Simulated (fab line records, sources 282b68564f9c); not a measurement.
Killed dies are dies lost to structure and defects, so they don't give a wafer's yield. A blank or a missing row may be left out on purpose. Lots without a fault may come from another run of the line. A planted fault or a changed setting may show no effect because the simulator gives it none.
fab line records | flow rit_cmos
record lots=5 wafers=15 last_day=7
route steps=202 shown ACTIVE@15 FOX1@20 FOX2@23 NWELL@28 PWELL@39 WELLDRIVE@50 NRETRO@53
lots that met no fault: from a run of the same line without faults
start_h: hours from the record's first day to the start of the lot's first wafer shown | wait_h: hours since the lot's step before | " the same as in the row above | L1.1+2: a row that stands for several wafers | - no value, or no start given | * or withheld: withheld | < > ~ a bound
route shown NAME@n: a module of which the file shows steps, and the number in the route of the first | usual: mean/standard deviation of fault-free wafers | same: alike in all rows | chamber/n: place in a boat | sites: the reading at each site | _std_site: their standard deviation | _edge_site: outer sites' mean less inner sites' | radius_mm: how far each site lies from the wafer's centre | mask NAME#n: copy n | behind: the tool/chamber that last shaped the wafer | hold: why the lot was held/for how many hours/how that ended | device: the transistor (n, p or np) that didn't switch | end of line: the same wafers' tests at the end of the route | a step without rows: its recipe alone | killed: dies lost to structure and defects at the first sort, not the wafer's yield | map: a wafer's dies, x killed, . not, _ none there
set.NAME: the setting as run; set.NAME@STEP: as run at that earlier step | model.NAME: the simulator's own value behind a step, which no gauge read
lots at some steps of the route; a table a step, a row a wafer
services: from which hour (start_h, from the record's first day; less than 0 if before it) a tool's chamber was out of use, for how many hours, and why
## steps
# step RIT_ACTIVE_STRIP_14
# recipe chemistry=O2 time_s=180 resist=NOVOLAK platen_temp_c=withheld power_w=500 pressure_mtorr=4000 o2_flow_sccm=4000
# usual drypump_motor_current_A=5.8/0.49
# columns lot.wafer tool chamber start_h wait_h drypump_motor_current_A rf_hours_counter_h
L082.3 plasma_asher-03 0 57.71 0.1 5.7 -
L082.4 " 1 " " 5.1 -
L082.6 " 1 " " 5.1 -
L084.4 plasma_asher-03 0 65.13 0.1 5.8 -
L084.5 " 0 " " 5.8 -
L084.6 " 1 " " 5.1 -
L088.1 plasma_asher-03 0 84.97 0.1 5.8 35
L088.3 " 0 " " 5.7 -
L088.6 " 0 " " 5.7 -
L093.2 plasma_asher-01 0 110.16 0.1 5.7 52
L093.3 " 0 " " 5.8 -
L093.4 " 1 " " 6.3 -
L095.1 plasma_asher-01 0 120.98 0.1 5.7 53
L095.2 " 1 " " 6.3 53
L095.6 " 0 " " 5.7 -
# step RIT_ACTIVE_CD_MEAS_90
# recipe target_cd_nm=1400
# usual cd_nm=1399.9/2.2
# columns lot.wafer tool chamber start_h wait_h cd_nm
L082.3 cd_sem-01 - 57.87 0.1 1396.5
L082.4 " - " " 1399.1
L082.6 " - " " 1394.8
L084.4 cd_sem-02 - 65.31 0.1 1404.0
L084.5 " - " " 1403.3
L084.6 " - " " 1403.4
L088.1 cd_sem-02 - 85.14 0.1 1398.3
L088.3 " - " " 1396.5
L088.6 " - " " 1397.7
L093.2 cd_sem-02 - 110.35 0.1 1401.7
L093.3 " - " " 1400.6
L093.4 " - " " 1402.3
L095.1 cd_sem-01 - 121.16 0.1 1398.8
L095.2 " - " " 1399.5
L095.6 " - " " 1400.4
# step RIT_ACTIVE_CLEAN_15
# recipe chemistry=SC1 mix=3:3:50 time_s=600 temp_c=75
# columns lot.wafer tool chamber start_h wait_h
L082.3+4+6 wet_bench-01 2 57.95 0.1
L084.4+5+6 wet_bench-03 0 65.37 0.0
L088.1+3+6 wet_bench-03 2 85.26 0.1
L093.2+3+4 wet_bench-03 0 110.45 0.1
L095.1+2+6 wet_bench-02 3 121.28 0.1
# step RIT_ACTIVE_CLEAN_16
# recipe chemistry=dHF dilution=50:1 time_s=29.33
# columns lot.wafer tool chamber start_h wait_h
L082.3+4+6 wet_bench-01 3 58.12 0.0
L084.4+5+6 wet_bench-02 3 65.55 0.0
L088.1+3+6 wet_bench-02 2 85.45 0.0
L093.2+3+4 wet_bench-01 3 110.64 0.0
L095.1+2+6 wet_bench-03 3 121.47 0.0
# step RIT_ACTIVE_CLEAN_17
# recipe chemistry=SC2 mix=3:3:50 time_s=600 temp_c=75 dry=n2_spin
# columns lot.wafer tool chamber start_h wait_h
L082.3+4+6 wet_bench-01 2 58.14 0.0
L084.4+5+6 wet_bench-03 3 65.56 0.0
L088.1+3+6 wet_bench-01 0 85.47 0.0
L093.2+3+4 wet_bench-02 2 110.66 0.0
L095.1+2+6 wet_bench-02 0 121.49 0.0
# step RIT_FOX1_OXIDATION_00
# recipe temp_c=1100 ambient=H2O target_thk_a=3507 p_h2o_torr=720 ox_time_s=1130
# usual spike_tc_centre_C=1102.0/1.2
# columns lot.wafer tool chamber start_h wait_h spike_tc_centre_C
L082.3 furnace-02 0 58.31 0.0 1102.0
L082.4 " 0 " " 1101.4
L082.6 " 0 " " 1100.8
L084.4 furnace-04 0 66.06 0.3 1103.1
L084.5 " 0 " " 1102.0
L084.6 " 0 " " 1103.9
L088.1 furnace-04 0 86.56 0.9 1103.4
L088.3 " 0 " " 1102.3
L088.6 " 0 " " 1102.4
L093.2 furnace-02 0 113.54 2.7 1100.7
L093.3 " 0 " " 1101.7
L093.4 " 0 " " 1100.2
L095.1 furnace-01 0 123.02 1.3 1102.7
L095.2 " 0 " " 1103.3
L095.6 " 0 " " 1101.0
# step RIT_FOX1_THK_MEAS_01
# recipe reads=SiO2_of_FOX1_OXIDATION_00
# usual FOX1_OXIDE_THK=349/7.8
# columns lot.wafer tool chamber start_h wait_h FOX1_OXIDE_THK[nm]
L082.3 film_metro-02 - 59.65 0.0 345
L082.4 " - " " 344
L082.6 " - " " 347
L084.4 film_metro-03 - 67.40 0.0 357
L084.5 " - " " 355
L084.6 " - " " 358
L088.1 film_metro-01 - 87.88 0.0 351
L088.3 " - " " 344
L088.6 " - " " 350
L093.2 film_metro-02 - 114.86 0.0 353
L093.3 " - " " 353
L093.4 " - " " 348
L095.1 film_metro-02 - 124.33 0.0 346
L095.2 " - " " 348
L095.6 " - " " 351
# step RIT_FOX1_WET_ETCH_02
# recipe chemistry=BOE target_depth_nm=350 time_s=390 temp_c=21.5 dry=n2_spin dilution=10:1 target=SiO2
# columns lot.wafer tool chamber start_h wait_h
L082.3+4+6 wet_bench-01 1 59.69 0.0
L084.4+5+6 wet_bench-03 3 67.43 0.0
L088.1+3+6 wet_bench-01 2 87.94 0.1
L093.2+3+4 wet_bench-03 1 114.91 0.0
L095.1+2+6 wet_bench-03 3 124.39 0.1
# step RIT_FOX2_OXIDATION_00
# recipe temp_c=1100 ambient=H2O target_thk_a=3507 p_h2o_torr=720 ox_time_s=1130
# usual spike_tc_centre_C=1101.6/1.2
# columns lot.wafer tool chamber start_h wait_h spike_tc_centre_C
L082.3 furnace-04 0 59.80 0.0 1103.7
L082.4 " 0 " " 1101.8
L082.6 " 0 " " 1104.3
L084.4 furnace-02 0 67.55 0.0 1101.5
L084.5 " 0 " " 1101.1
L084.6 " 0 " " 1102.9
L088.1 furnace-03 0 88.06 0.0 1100.7
L088.3 " 0 " " 1102.8
L088.6 " 0 " " 1100.4
L093.2 furnace-02 0 115.04 0.0 1103.0
L093.3 " 0 " " 1102.7
L093.4 " 0 " " 1100.8
L095.1 furnace-02 0 124.52 0.0 1102.2
L095.2 " 0 " " 1100.7
L095.6 " 0 " " 1100.6
# step RIT_FOX2_THK_MEAS_01
# recipe reads=SiO2_of_FOX2_OXIDATION_00
# usual FOX2_OXIDE_THK=350/6.3
# columns lot.wafer tool chamber start_h wait_h FOX2_OXIDE_THK[nm]
L082.3 film_metro-02 - 61.14 0.0 348
L082.4 " - " " 353
L082.6 " - " " 352
L084.4 film_metro-02 - 68.89 0.0 340
L084.5 " - " " 335
L084.6 " - " " 336
L088.1 film_metro-02 - 89.38 0.0 354
L088.3 " - " " 347
L088.6 " - " " 347
L093.2 film_metro-02 - 116.36 0.0 353
L093.3 " - " " 356
L093.4 " - " " 346
L095.1 film_metro-02 - 125.83 0.0 349
L095.2 " - " " 343
L095.6 " - " " 344
# step RIT_FOX2_CLEAN_02
# recipe chemistry=dHF dilution=50:1 time_s=180
# columns lot.wafer tool chamber start_h wait_h
L082.3+4+6 wet_bench-02 1 61.18 0.0
L084.4+5+6 wet_bench-01 3 68.92 0.0
L088.1+3+6 wet_bench-02 1 89.44 0.1
L093.2+3+4 wet_bench-01 0 116.41 0.0
L095.1+2+6 wet_bench-01 3 125.89 0.1
# step RIT_FOX2_WET_ETCH_03
# recipe chemistry=H3PO4 target=Si3N4 target_depth_nm=195 temp_c=165 time_s=2700
# columns lot.wafer tool chamber start_h wait_h
L082.3+4+6 wet_bench-04 2 61.24 0.0
L084.4+5+6 wet_bench-02 3 68.98 0.0
L088.1+3+6 wet_bench-01 3 89.49 0.0
L093.2+3+4 wet_bench-02 2 116.47 0.0
L095.1+2+6 wet_bench-02 0 126.01 0.0
# step RIT_FOX2_THK_MEAS_90
# recipe reads=SiO2_of_FOX2_OXIDATION_00
# usual FIELD_OXIDE_LEFT_1_THK=322/6.4
# columns lot.wafer tool chamber start_h wait_h FIELD_OXIDE_LEFT_1_THK[nm]
L082.3 film_metro-04 - 62.78 0.0 321
L082.4 " - " " 326
L082.6 " - " " 326
L084.4 film_metro-02 - 69.84 0.0 313
L084.5 " - " " 308
L084.6 " - " " 309
L088.1 film_metro-02 - 90.32 0.0 327
L088.3 " - " " 320
L088.6 " - " " 320
L093.2 film_metro-03 - 117.31 0.0 326
L093.3 " - " " 329
L093.4 " - " " 318
L095.1 film_metro-04 - 126.77 0.0 322
L095.2 " - " " 315
L095.6 " - " " 316
# step RIT_NWELL_HMDS_00
# recipe prime_time_s=60 prime_temp_c=140
# columns lot.wafer tool chamber start_h wait_h
L082.3+4+6 litho_track-02 0 62.87 0.1
L084.4+5+6 litho_track-02 0 69.95 0.1
L088.1+3+6 litho_track-02 0 90.38 0.1
L093.2+3+4 litho_track-02 0 117.38 0.1
L095.1+2+6 litho_track-04 0 126.83 0.1
# step RIT_NWELL_COAT_01
# recipe resist=NOVOLAK spin_rpm=2000 resist_thk_nm=1300
# columns lot.wafer tool chamber start_h wait_h
L082.3+4+6 litho_track-02 0 63.02 0.1
L084.4+5+6 litho_track-02 0 70.10 0.1
L088.1+3+6 litho_track-02 0 90.53 0.1
L093.2+3+4 litho_track-02 0 117.53 0.1
L095.1+2+6 litho_track-04 0 126.98 0.1
# step RIT_NWELL_SOFTBAKE_02
# recipe resist=NOVOLAK temp_c=90 time_s=60
# usual heater_power_total_W=34.57/0.053
# columns lot.wafer tool chamber start_h wait_h heater_power_total_W
L082.3 litho_track-02 0 63.17 0.1 34.63
L082.4 " 0 " " 34.56
L082.6 " 0 " " 34.62
L084.4 litho_track-02 0 70.25 0.1 34.61
L084.5 " 0 " " 34.59
L084.6 " 0 " " 34.59
L088.1 litho_track-02 0 90.68 0.1 34.46
L088.3 " 0 " " 34.55
L088.6 " 0 " " 34.59
L093.2 litho_track-02 0 117.68 0.1 34.59
L093.3 " 0 " " 34.59
L093.4 " 0 " " 34.54
L095.1 litho_track-04 0 127.13 0.1 34.56
L095.2 " 0 " " 34.47
L095.6 " 0 " " 34.54
# step RIT_NWELL_EXPOSE_03
# recipe mask_id=M2 na=0.57 target_cd_nm=43900 dose_mj=250
# usual focus_offset_nm=-0.1/0.48
# columns lot.wafer tool chamber start_h wait_h mask focus_offset_nm
L082.3 iline_stepper-02 0 63.31 0.1 M2#0 -0.1
L082.4 " 0 " " M2#0 0.2
L082.6 " 0 " " M2#0 0.1
L084.4 iline_stepper-02 0 70.38 0.1 M2#0 -0.2
L084.5 " 0 " " M2#0 -0.2
L084.6 " 0 " " M2#0 -0.7
L088.1 iline_stepper-02 0 90.83 0.1 M2#0 0.0
L088.3 " 0 " " M2#0 0.1
L088.6 " 0 " " M2#0 -0.2
L093.2 iline_stepper-01 0 117.95 0.2 M2#0 -0.3
L093.3 " 0 " " M2#0 -0.1
L093.4 " 0 " " M2#0 -1.0
L095.1 iline_stepper-02 0 127.28 0.1 M2#0 0.3
L095.2 " 0 " " M2#0 0.4
L095.6 " 0 " " M2#0 -0.8
# step RIT_NWELL_PEB_04
# recipe resist=NOVOLAK temp_c=withheld time_s=withheld
# columns lot.wafer tool chamber start_h wait_h
L082.3+4+6 litho_track-01 0 63.43 0.1
L084.4+5+6 litho_track-04 0 70.51 0.1
L088.1+3+6 litho_track-02 0 90.95 0.1
L093.2+3+4 litho_track-02 0 118.08 0.1
L095.1+2+6 litho_track-04 0 127.40 0.1
# step RIT_NWELL_DEVELOP_05
# recipe resist=NOVOLAK develop_time_s=68 dev_temp_c=23
# columns lot.wafer tool chamber start_h wait_h
L082.3+4+6 litho_track-01 0 - -
L084.4+5+6 litho_track-04 0 - -
L088.1+3+6 litho_track-02 0 - -
L093.2+3+4 litho_track-02 0 - -
L095.1+2+6 litho_track-04 0 - -
# step RIT_NWELL_OVL_MEAS_06
# usual NWELL_OVL=0.8/1.3
# columns lot.wafer tool chamber start_h wait_h NWELL_OVL[nm]
L082.3 overlay-01 - 63.71 - 0.7
L082.4 " - " " -1.5
L082.6 " - " " -0.3
L084.4 overlay-01 - 70.77 - 0.7
L084.5 " - " " 1.4
L084.6 " - " " 0.8
L088.1 overlay-01 - 91.26 - 1.6
L088.3 " - " " 2.7
L088.6 " - " " 1.4
L093.2 overlay-01 - 118.37 - -1.6
L093.3 " - " " -0.1
L093.4 " - " " -0.3
L095.1 overlay-01 - 127.71 - 2.2
L095.2 " - " " 2.4
L095.6 " - " " 2.5
# step RIT_NWELL_HARDBAKE_07
# recipe resist=NOVOLAK temp_c=140 time_s=120
# usual heater_power_total_W=52.03/0.068
# columns lot.wafer tool chamber start_h wait_h heater_power_total_W
L082.3 litho_track-04 0 63.99 0.3 51.99
L082.4 " 0 " " 51.93
L082.6 " 0 " " 52.02
L084.4 litho_track-01 0 70.91 0.1 52.02
L084.5 " 0 " " 52.05
L084.6 " 0 " " 51.97
L088.1 litho_track-02 0 91.30 0.0 52.12
L088.3 " 0 " " 51.97
L088.6 " 0 " " 52.08
L093.2 litho_track-01 0 118.44 0.1 51.97
L093.3 " 0 " " 51.94
L093.4 " 0 " " 52.05
L095.1 litho_track-01 0 127.74 0.0 52.11
L095.2 " 0 " " 52.13
L095.6 " 0 " " 51.95
# step RIT_NWELL_IMPLANT_08
# recipe species=P energy_kev=168.7 dose_cm2=5e+13 tilt_deg=7
# usual beam_on_s=10.00/0.2 end_station_pressure_torr=5.13e-06/2.9e-07
# columns lot.wafer tool chamber start_h wait_h beam_on_s end_station_pressure_torr
L082.3 implanter-01 0 64.20 0.2 9.77 4.83e-06
L082.4 " 0 " " 10.12 5.06e-06
L082.6 " 0 " " 10.24 5.03e-06
L084.4 implanter-02 0 71.11 0.2 10.24 5.13e-06
L084.5 " 0 " " 9.95 4.6e-06
L084.6 " 0 " " 9.99 5.23e-06
L088.1 implanter-04 0 91.55 0.2 9.88 4.79e-06
L088.3 " 0 " " 10.21 5.23e-06
L088.6 " 0 " " 9.86 4.96e-06
L093.2 implanter-04 0 118.67 0.2 10.32 5.09e-06
L093.3 " 0 " " 10.33 5.65e-06
L093.4 " 0 " " 9.79 5.1e-06
L095.1 implanter-02 0 127.99 0.2 10.08 4.9e-06
L095.2 " 0 " " 10.02 4.86e-06
L095.6 " 0 " " 9.98 5.23e-06
# step RIT_NWELL_STRIP_09
# recipe chemistry=O2 time_s=180 resist=NOVOLAK platen_temp_c=withheld power_w=500 pressure_mtorr=4000 o2_flow_sccm=4000
# usual drypump_motor_current_A=6.0/0.51
# columns lot.wafer tool chamber start_h wait_h drypump_motor_current_A rf_hours_counter_h
L082.3 plasma_asher-01 0 64.36 0.1 5.8 -
L082.4 " 1 " " 6.3 -
L082.6 " 1 " " 6.3 -
L084.4 plasma_asher-02 0 71.24 0.1 5.4 -
L084.5 " 1 " " 6.5 -
L084.6 " 0 " " 5.4 -
L088.1 plasma_asher-01 0 91.70 0.1 5.8 50
L088.3 " 0 " " 5.8 -
L088.6 " 0 " " 5.7 -
L093.2 plasma_asher-01 0 118.80 0.1 5.8 53
L093.3 " 0 " " 5.8 -
L093.4 " 1 " " 6.3 -
L095.1 plasma_asher-02 1 128.14 0.1 6.5 32
L095.2 " 0 " " 5.4 32
L095.6 " 1 " " 6.5 -
# step RIT_NWELL_TW_MEAS_10
# usual NWELL_TW=2136/29
# columns lot.wafer tool chamber start_h wait_h NWELL_TW
L082.3 film_metro-01 - 64.50 0.1 2170
L082.4 " - " " 2178
L082.6 " - " " 2178
L084.4 film_metro-01 - 71.39 0.1 2175
L084.5 " - " " 2173
L084.6 " - " " 2189
L088.1 film_metro-04 - 91.87 0.1 2124
L088.3 " - " " 2113
L088.6 " - " " 2115
L093.2 film_metro-01 - 118.98 0.1 2164
L093.3 " - " " 2162
L093.4 " - " " 2161
L095.1 film_metro-02 - 128.32 0.1 2115
L095.2 " - " " 2113
L095.6 " - " " 2104
# step RIT_PWELL_HMDS_00
# recipe prime_time_s=60 prime_temp_c=140
# columns lot.wafer tool chamber start_h wait_h
L082.3+4+6 litho_track-04 0 64.59 0.1
L084.4+5+6 litho_track-01 0 71.50 0.1
L088.1+3+6 litho_track-01 0 91.93 0.1
L093.2+3+4 litho_track-03 0 119.06 0.1
L095.1+2+6 litho_track-03 0 128.38 0.1
# step RIT_PWELL_COAT_01
# recipe resist=NOVOLAK spin_rpm=2000 resist_thk_nm=1300
# columns lot.wafer tool chamber start_h wait_h
L082.3+4+6 litho_track-04 0 64.74 0.1
L084.4+5+6 litho_track-01 0 71.65 0.1
L088.1+3+6 litho_track-01 0 92.08 0.1
L093.2+3+4 litho_track-03 0 119.21 0.1
L095.1+2+6 litho_track-03 0 128.53 0.1
# step RIT_PWELL_SOFTBAKE_02
# recipe resist=NOVOLAK temp_c=90 time_s=60
# usual heater_power_total_W=34.56/0.05
# columns lot.wafer tool chamber start_h wait_h heater_power_total_W
L082.3 litho_track-04 0 64.89 0.1 34.52
L082.4 " 0 " " 34.52
L082.6 " 0 " " 34.52
L084.4 litho_track-01 0 71.80 0.1 34.59
L084.5 " 0 " " 34.50
L084.6 " 0 " " 34.66
L088.1 litho_track-01 0 92.23 0.1 34.60
L088.3 " 0 " " 34.58
L088.6 " 0 " " 34.47
L093.2 litho_track-03 0 119.36 0.1 34.58
L093.3 " 0 " " 34.64
L093.4 " 0 " " 34.56
L095.1 litho_track-03 0 128.68 0.1 34.60
L095.2 " 0 " " 34.58
L095.6 " 0 " " 34.62
# step RIT_PWELL_EXPOSE_03
# recipe mask_id=M3 na=0.57 target_cd_nm=43700 dose_mj=250
# usual focus_offset_nm=0.0/0.52
# columns lot.wafer tool chamber start_h wait_h mask focus_offset_nm
L082.3 iline_stepper-01 0 65.15 0.2 M3#0 -0.4
L082.4 " 0 " " M3#0 0.0
L082.6 " 0 " " M3#0 -0.9
L084.4 iline_stepper-01 0 72.05 0.2 M3#0 -0.2
L084.5 " 0 " " M3#0 -0.4
L084.6 " 0 " " M3#0 -0.4
L088.1 iline_stepper-02 0 92.51 0.2 M3#0 -0.2
L088.3 " 0 " " M3#0 -0.2
L088.6 " 0 " " M3#0 0.2
L093.2 iline_stepper-01 0 119.63 0.2 M3#0 -0.3
L093.3 " 0 " " M3#0 -0.2
L093.4 " 0 " " M3#0 -0.5
L095.1 iline_stepper-01 0 128.95 0.2 M3#0 -0.7
L095.2 " 0 " " M3#0 0.1
L095.6 " 0 " " M3#0 -0.4
# step RIT_PWELL_PEB_04
# recipe resist=NOVOLAK temp_c=withheld time_s=withheld
# columns lot.wafer tool chamber start_h wait_h
L082.3+4+6 litho_track-03 0 65.28 0.1
L084.4+5+6 litho_track-01 0 72.19 0.1
L088.1+3+6 litho_track-04 0 92.62 0.1
L093.2+3+4 litho_track-01 0 119.75 0.1
L095.1+2+6 litho_track-01 0 129.07 0.1
# step RIT_PWELL_DEVELOP_05
# recipe resist=NOVOLAK develop_time_s=68 dev_temp_c=23
# columns lot.wafer tool chamber start_h wait_h
L082.3+4+6 litho_track-03 0 - -
L084.4+5+6 litho_track-01 0 - -
L088.1+3+6 litho_track-04 0 - -
L093.2+3+4 litho_track-01 0 - -
L095.1+2+6 litho_track-01 0 - -
# step RIT_PWELL_OVL_MEAS_06
# usual PWELL_OVL=0.2/1.4
# columns lot.wafer tool chamber start_h wait_h PWELL_OVL[nm]
L082.3 overlay-02 - 65.55 - 1.6
L082.4 " - " " 1.9
L082.6 " - " " 1.7
L084.4 overlay-02 - 72.44 - 2.0
L084.5 " - " " 2.2
L084.6 " - " " 1.1
L088.1 overlay-02 - 92.94 - -0.5
L088.3 " - " " -1.6
L088.6 " - " " -0.1
L093.2 overlay-01 - 120.05 - 2.0
L093.3 " - " " 0.3
L093.4 " - " " 0.1
L095.1 overlay-02 - 129.38 - -1.5
L095.2 " - " " -1.6
L095.6 " - " " 0.1
# step RIT_PWELL_HARDBAKE_07
# recipe resist=NOVOLAK temp_c=140 time_s=120
# usual heater_power_total_W=52.03/0.069
# columns lot.wafer tool chamber start_h wait_h heater_power_total_W
L082.3 litho_track-01 0 65.66 0.1 52.07
L082.4 " 0 " " 51.99
L082.6 " 0 " " 52.10
L084.4 litho_track-04 0 72.62 0.2 52.12
L084.5 " 0 " " 51.95
L084.6 " 0 " " 52.06
L088.1 litho_track-01 0 92.97 0.0 52.10
L088.3 " 0 " " 51.88
L088.6 " 0 " " 52.02
L093.2 litho_track-01 0 120.12 0.1 52.06
L093.3 " 0 " " 51.97
L093.4 " 0 " " 52.04
L095.1 litho_track-01 0 129.42 0.0 52.11
L095.2 " 0 " " 51.92
L095.6 " 0 " " 52.05
# step RIT_PWELL_IMPLANT_08
# recipe species=B energy_kev=170 dose_cm2=7e+13 tilt_deg=7
# usual beam_on_s=10.01/0.19 end_station_pressure_torr=5.17e-06/2.7e-07
# columns lot.wafer tool chamber start_h wait_h beam_on_s end_station_pressure_torr
L082.3 implanter-02 0 65.88 0.2 9.90 5.01e-06
L082.4 " 0 " " 9.88 5.45e-06
L082.6 " 0 " " 10.06 5.38e-06
L084.4 implanter-03 0 72.82 0.2 9.86 5.33e-06
L084.5 " 0 " " 10.19 5.93e-06
L084.6 " 0 " " 9.87 5.02e-06
L088.1 implanter-02 0 93.22 0.2 9.92 5.01e-06
L088.3 " 0 " " 9.89 5.33e-06
L088.6 " 0 " " 9.82 5.61e-06
L093.2 implanter-03 0 120.35 0.2 9.95 4.87e-06
L093.3 " 0 " " 9.96 4.99e-06
L093.4 " 0 " " 10.28 5.38e-06
L095.1 implanter-04 0 129.67 0.2 9.77 5.29e-06
L095.2 " 0 " " 9.87 5.55e-06
L095.6 " 0 " " 10.12 5.37e-06
# step RIT_PWELL_STRIP_09
# recipe chemistry=O2 time_s=180 resist=NOVOLAK platen_temp_c=withheld power_w=500 pressure_mtorr=4000 o2_flow_sccm=4000
# usual drypump_motor_current_A=5.8/0.48
# columns lot.wafer tool chamber start_h wait_h drypump_motor_current_A rf_hours_counter_h
L082.3 plasma_asher-01 0 66.04 0.1 5.7 -
L082.4 " 1 " " 6.3 -
L082.6 " 0 " " 5.8 -
L084.4 plasma_asher-03 1 72.95 0.1 5.1 -
L084.5 " 0 " " 5.7 -
L084.6 " 1 " " 5.1 -
L088.1 plasma_asher-03 1 93.37 0.1 5.1 36
L088.3 " 1 " " 5.1 -
L088.6 " 1 " " 5.1 -
L093.2 plasma_asher-03 1 120.48 0.1 5.1 38
L093.3 " 0 " " 5.8 -
L093.4 " 1 " " 5.1 -
L095.1 plasma_asher-01 1 129.82 0.1 6.3 54
L095.2 " 0 " " 5.8 54
L095.6 " 0 " " 5.7 -
# step RIT_PWELL_TW_MEAS_10
# usual PWELL_TW=947/11
# columns lot.wafer tool chamber start_h wait_h PWELL_TW
L082.3 film_metro-02 - 66.17 0.1 935
L082.4 " - " " 936
L082.6 " - " " 936
L084.4 film_metro-02 - 73.10 0.1 940
L084.5 " - " " 936
L084.6 " - " " 937
L088.1 film_metro-02 - 93.55 0.1 937
L088.3 " - " " 937
L088.6 " - " " 938
L093.2 film_metro-02 - 120.66 0.1 938
L093.3 " - " " 938
L093.4 " - " " 935
L095.1 film_metro-01 - 130.00 0.1 960
L095.2 " - " " 961
L095.6 " - " " 962
# step RIT_WELLDRIVE_ANNEAL_00
# recipe temp_c=1100 time_s=14700 ambient=N2
# usual spike_tc_centre_C=1102.5/1.1
# columns lot.wafer tool chamber start_h wait_h spike_tc_centre_C
L082.3 furnace-03 0 66.71 0.5 1101.5
L082.4 " 0 " " 1101.4
L082.6 " 0 " " 1102.8
L084.4 furnace-03 0 73.13 0.0 1102.2
L084.5 " 0 " " 1102.0
L084.6 " 0 " " 1103.7
L088.1 furnace-03 0 93.76 0.2 1102.7
L088.3 " 0 " " 1101.1
L088.6 " 0 " " 1101.9
L093.2 furnace-03 0 123.28 2.6 1101.6
L093.3 " 0 " " 1101.9
L093.4 " 0 " " 1101.7
L095.1 furnace-01 0 131.04 1.0 1100.9
L095.2 " 0 " " 1103.3
L095.6 " 0 " " 1101.6
# step RIT_WELLDRIVE_RS_MEAS_01
# recipe thk_meas_gauge=four-point-probe
# usual NWELL_RS=275.4/0.67
# columns lot.wafer tool chamber start_h wait_h NWELL_RS[ohm/sq]
L082.3 film_metro-02 - 71.83 0.0 276.1
L082.4 " - " " 277.0
L082.6 " - " " 276.3
L084.4 film_metro-01 - 78.27 0.1 275.1
L084.5 " - " " 274.8
L084.6 " - " " 274.2
L088.1 film_metro-02 - 98.84 0.0 275.5
L088.3 " - " " 275.9
L088.6 " - " " 275.2
L093.2 film_metro-01 - 128.38 0.0 275.0
L093.3 " - " " 275.0
L093.4 " - " " 275.2
L095.1 film_metro-04 - 136.12 0.0 275.1
L095.2 " - " " 274.8
L095.6 " - " " 275.0
# step RIT_WELLDRIVE_RS_MEAS_02
# recipe thk_meas_gauge=four-point-probe
# usual PWELL_RS=429.7/1.1
# columns lot.wafer tool chamber start_h wait_h PWELL_RS[ohm/sq]
L082.3 film_metro-02 - 71.95 0.1 431.0
L082.4 " - " " 431.4
L082.6 " - " " 429.1
L084.4 film_metro-01 - 78.39 0.1 431.1
L084.5 " - " " 428.9
L084.6 " - " " 430.0
L088.1 film_metro-02 - 98.96 0.1 431.6
L088.3 " - " " 431.1
L088.6 " - " " 431.4
L093.2 film_metro-01 - 128.50 0.1 429.4
L093.3 " - " " 430.0
L093.4 " - " " 428.6
L095.1 film_metro-04 - 136.24 0.1 429.5
L095.2 " - " " 429.8
L095.6 " - " " 428.9
# step RIT_NRETRO_HMDS_00
# recipe prime_time_s=60 prime_temp_c=140
# columns lot.wafer tool chamber start_h wait_h
L082.3+4+6 litho_track-04 0 72.09 0.1
L084.4+5+6 litho_track-03 0 78.52 0.1
L088.1+3+6 litho_track-03 0 99.08 0.1
L093.2+3+4 litho_track-04 0 128.63 0.1
L095.1+2+6 litho_track-03 0 136.36 0.1
# step RIT_NRETRO_COAT_01
# recipe resist=NOVOLAK spin_rpm=2000 resist_thk_nm=1289
# columns lot.wafer tool chamber start_h wait_h
L082.3+4+6 litho_track-04 0 72.24 0.1
L084.4+5+6 litho_track-03 0 78.67 0.1
L088.1+3+6 litho_track-03 0 99.23 0.1
L093.2+3+4 litho_track-04 0 128.78 0.1
L095.1+2+6 litho_track-03 0 136.51 0.1
# step RIT_NRETRO_SOFTBAKE_02
# recipe resist=NOVOLAK temp_c=90 time_s=60
# usual heater_power_total_W=34.57/0.048
# columns lot.wafer tool chamber start_h wait_h heater_power_total_W
L082.3 litho_track-04 0 72.39 0.1 34.58
L082.4 " 0 " " 34.60
L082.6 " 0 " " 34.58
L084.4 litho_track-03 0 78.82 0.1 34.59
L084.5 " 0 " " 34.64
L084.6 " 0 " " 34.54
L088.1 litho_track-03 0 99.38 0.1 34.60
L088.3 " 0 " " 34.62
L088.6 " 0 " " 34.59
L093.2 litho_track-04 0 128.93 0.1 34.58
L093.3 " 0 " " 34.58
L093.4 " 0 " " 34.66
L095.1 litho_track-03 0 136.66 0.1 34.54
L095.2 " 0 " " 34.58
L095.6 " 0 " " 34.60
# step RIT_NRETRO_EXPOSE_03
# recipe mask_id=M4 na=0.57 target_cd_nm=43900 dose_mj=250
# usual focus_offset_nm=0.1/0.48
# columns lot.wafer tool chamber start_h wait_h mask focus_offset_nm
L082.3 iline_stepper-02 0 72.53 0.1 M4#0 -0.4
L082.4 " 0 " " M4#0 0.3
L082.6 " 0 " " M4#0 0.1
L084.4 iline_stepper-01 0 78.96 0.1 M4#0 0.5
L084.5 " 0 " " M4#0 0.7
L084.6 " 0 " " M4#0 0.8
L088.1 iline_stepper-02 0 99.65 0.2 M4#0 -0.2
L088.3 " 0 " " M4#0 0.0
L088.6 " 0 " " M4#0 0.1
L093.2 iline_stepper-02 0 129.19 0.2 M4#0 0.3
L093.3 " 0 " " M4#0 -1.2
L093.4 " 0 " " M4#0 0.4
L095.1 iline_stepper-02 0 136.94 0.2 M4#0 0.2
L095.2 " 0 " " M4#0 -0.4
L095.6 " 0 " " M4#0 0.1
# step RIT_NRETRO_PEB_04
# recipe resist=NOVOLAK temp_c=withheld time_s=withheld
# columns lot.wafer tool chamber start_h wait_h
L082.3+4+6 litho_track-03 0 72.66 0.1
L084.4+5+6 litho_track-04 0 79.09 0.1
L088.1+3+6 litho_track-03 0 99.77 0.1
L093.2+3+4 litho_track-04 0 129.32 0.1
L095.1+2+6 litho_track-02 0 137.05 0.1
# step RIT_NRETRO_DEVELOP_05
# recipe resist=NOVOLAK develop_time_s=69.64 dev_temp_c=23
# columns lot.wafer tool chamber start_h wait_h
L082.3+4+6 litho_track-03 0 - -
L084.4+5+6 litho_track-04 0 - -
L088.1+3+6 litho_track-03 0 - -
L093.2+3+4 litho_track-04 0 - -
L095.1+2+6 litho_track-02 0 - -
## services
# columns tool chamber start_h hours kind
furnace-01 - 36.75 3.3 pm
iline_stepper-01 - 39.28 4.4 pm
wet_bench-04 - 43.60 3.0 repair
implanter-02 - 67.45 3.0 pm
furnace-02 - 76.75 4.0 pm
furnace-04 - 88.56 78.9 pm
implanter-03 - 92.67 2.3 pm
implanter-01 - 103.08 9.0 pm
iline_stepper-02 - 119.07 1.7 pm
## key
fault none
